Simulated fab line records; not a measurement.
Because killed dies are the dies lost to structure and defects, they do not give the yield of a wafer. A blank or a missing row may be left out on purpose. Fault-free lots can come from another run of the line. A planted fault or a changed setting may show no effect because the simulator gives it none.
A struck lot beside a sound one :: flow rit cmos :: 26 steps out of a route of 202
Sound: these wafers, L328.3, L328.5, L328.6. Wafers struck: L348.2, L348.4, L348.6. At the end, the cause is stated.
For every step that has rows: the tool of each side, followed by ch and its chambers, followed by its first start. Under that, the readings that differ: sound wafers :: struck wafers :: difference of the means :: sigmas: that difference in standard deviations of wafers without a fault.
alike: same words and numbers on both sides, and readings whose means sit less than 2 such deviations apart. not compared: any withheld reading, any reading some wafer has no value for, any bound like >300 that may hide the same value, and any number with overlapping values for which the record gives no deviation.
The two part at a step that has a row with sigmas, a row that says differs or no value, or rows on one side only. Numbers that have no deviation but don't overlap get no sigmas and don't part them. A reading that every wafer of one side lacks parts them only if that side has two wafers or more.

first, 2 steps without rows for these wafers: RIT_REOX_CLEAN_02 (cleans in SC2, time 600 s); RIT_REOX_OXIDATION_03 (target thk 25.2 nm, ox time 5580 s).
RIT_REOX_THK_MEAS_04:
  struck on film metro-02, day 7 01:44; sound on film metro-04, day 2 20:41
  alike: REOX_OXIDE_THK
then, 6 steps without rows for these wafers: RIT_NLDD_HMDS_00 (prime time 60 s); RIT_NLDD_COAT_01 (resist thk 1000 nm); RIT_NLDD_SOFTBAKE_02 (time 60 s); RIT_NLDD_EXPOSE_03 (exposes mask M7, target cd 40700 nm); RIT_NLDD_PEB_04; RIT_NLDD_DEVELOP_05 (develop time 50 s).
RIT_NLDD_OVL_MEAS_06:
  struck on overlay-01, day 7 02:56; sound on overlay-01, day 2 21:49
  alike: NLDD_OVL
then, 2 steps without rows for these wafers: RIT_NLDD_HARDBAKE_07 (time 60 s); RIT_NLDD_IMPLANT_08.
RIT_NLDD_STRIP_09: strips in O2, time 180 s.
  sound on plasma asher-02 ch 0,1, day 2 22:12; struck on plasma asher-04 ch 1, day 7 03:16
  no value came back on the struck wafers for chamber pressure mTorr (mTorr), drypump motor current A (A); on the sound wafers chamber pressure mTorr (mTorr) reads 4004 4001 4003
reading: model.NOVOLAK_of_NLDD_COAT_01.thk nm (nm)
sound: 0 0 0
struck: 874.5 878.6 877.4
difference: +876.8
sigmas: 
  not compared: rf hours counter h
RIT_NLDD_TW_MEAS_10:
  struck on film metro-02, day 7 03:26; sound on film metro-01, day 2 22:20
  alike: NLDD_TW
then, 6 steps without rows for these wafers: RIT_PLDD_HMDS_00 (prime time 60 s); RIT_PLDD_COAT_01 (resist thk 1000 nm); RIT_PLDD_SOFTBAKE_02 (time 60 s); RIT_PLDD_EXPOSE_03 (exposes mask M8, target cd 40900 nm); RIT_PLDD_PEB_04; RIT_PLDD_DEVELOP_05 (develop time 48.6 s).
RIT_PLDD_OVL_MEAS_06:
  struck on overlay-01, day 7 04:40; sound on overlay-01, day 2 23:14
reading: PLDD_OVL (nm)
sound: -0.8 -2.3 -1.9
struck: 2.3 3.1 3.4
difference: +4.6
sigmas: +4
then, 2 steps without rows for these wafers: RIT_PLDD_HARDBAKE_07 (time 60 s); RIT_PLDD_IMPLANT_08.
RIT_PLDD_STRIP_09: strips in O2, time 180 s.
  sound on plasma asher-03 ch 0,1, day 2 23:38; struck on plasma asher-01 ch 0,1, day 7 05:00
reading: drypump motor current A (A)
sound: 6.3 6.3 5.8
struck: 5.0 5.0 4.9
difference: -1.2
sigmas: -2
  alike: chamber pressure mTorr
  not compared: rf hours counter h
RIT_PLDD_TW_MEAS_10:
  struck on film metro-01, day 7 05:11; sound on film metro-01, day 2 23:46
reading: PLDD_TW
sound: 2342 2346 2329
struck: 30 30 30
difference: -2309
sigmas: -99 or more
then, 1 step without rows for these wafers: RIT_SPACER_CLEAN_00 (cleans in SC1, time 600 s).

== WHERE THEY PART ==
Last at RIT_PLDD_TW_MEAS_10 as far as this record goes, first at RIT_NLDD_STRIP_09.

WHY: whatever the simulator had introduced
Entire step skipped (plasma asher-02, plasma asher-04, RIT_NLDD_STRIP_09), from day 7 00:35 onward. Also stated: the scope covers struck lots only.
